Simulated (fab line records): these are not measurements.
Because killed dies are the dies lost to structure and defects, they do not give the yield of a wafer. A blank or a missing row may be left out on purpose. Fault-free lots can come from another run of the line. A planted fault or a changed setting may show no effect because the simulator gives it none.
One fault through the eyes of 2 desks | flow ritCmos | each desk holds nothing but its own numbers, with what lay behind them at the end

## THE TOOL OWNER'S DESK: lpcvd-02
The tool's own readings at RIT_SPACER_CVD_03 (deposits Si3N4 from SiH2Cl2/NH3, target thk 250 nm, time 3300 s): means of the sampled wafers that have a number, for each lot that ran on this tool. Any lot whose mean is over 4 standard deviations away from the usual mean is out of limits and marked OUT; that distance is given in the brackets.
Columns: A = spikeTcLoadC at RIT_SPACER_CVD_03, usual 835.4 C
lot  | first seen here | A
L392 | day 3 12:40     | 836.6
L397 | day 4 12:23     | 836.9
L398 | day 4 17:24     | 832.7
L400 | day 5 03:50     | 832.8
L403 | day 5 16:09     | 831.9
L405 | day 6 04:16     | 832.8
L407 | day 6 11:04     | 833.2
This desk's verdict: no lot among the 7 shows anything out of limits.

## THE METROLOGY DESK
Means of the sampled wafers that have a number, per lot and without regard to the tool the lot ran on: this is what the gauges read. Any lot whose mean is over 4 standard deviations away from the usual mean is out of limits and marked OUT; that distance is given in the brackets.
Columns: A = SPACER_NITRIDE_THK at RIT_SPACER_THK_MEAS_04, usual 251.7 nm
lot  | first seen here | A
L391 | day 3 11:14     | 252.9
L392 | day 3 14:35     | 253.1
L393 | day 3 14:43     | 251.5
L394 | day 4 02:32     | 254.9
L395 | day 4 05:07     | 249.2
L397 | day 4 14:18     | 251.2
L398 | day 4 19:19     | 252.7
L399 | day 5 02:43     | 250.1
L400 | day 5 05:45     | 255.0
L401 | day 5 11:43     | 252.3
L403 | day 5 18:04     | 167.5 (-44) OUT
L405 | day 6 06:12     | 167.8 (-44) OUT
L407 | day 6 12:58     | 167.6 (-44) OUT
L410 | day 7 07:47     | 249.6
L412 | day 7 16:57     | 251.1
This desk's finding: out of limits on L403, L405, L407; first on L403, day 5 18:04 (SPACER_NITRIDE_THK at RIT_SPACER_THK_MEAS_04). In limits: L391, L392, L393, L394, L395, L397, L398, L399, L400, L401, L410, L412.

## PUT TOGETHER
On L403, L405, L407, the metrology desk was in a position to raise an alarm at day 5 18:04.
The desk of the tool owner found nothing out of limits.
The tool owner's desk has L403, L405, L407 on record, within its limits.
All the named lots went through RIT_SPACER_CVD_03 on lpcvd-02.

## WHAT HAD BEEN PUT IN BY THE SIMULATOR
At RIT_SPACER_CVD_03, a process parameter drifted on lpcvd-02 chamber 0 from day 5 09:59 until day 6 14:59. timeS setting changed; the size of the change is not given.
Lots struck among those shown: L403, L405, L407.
Time in hours between the start of the fault and the first out-of-limits reading at each desk: metrology desk, 8.
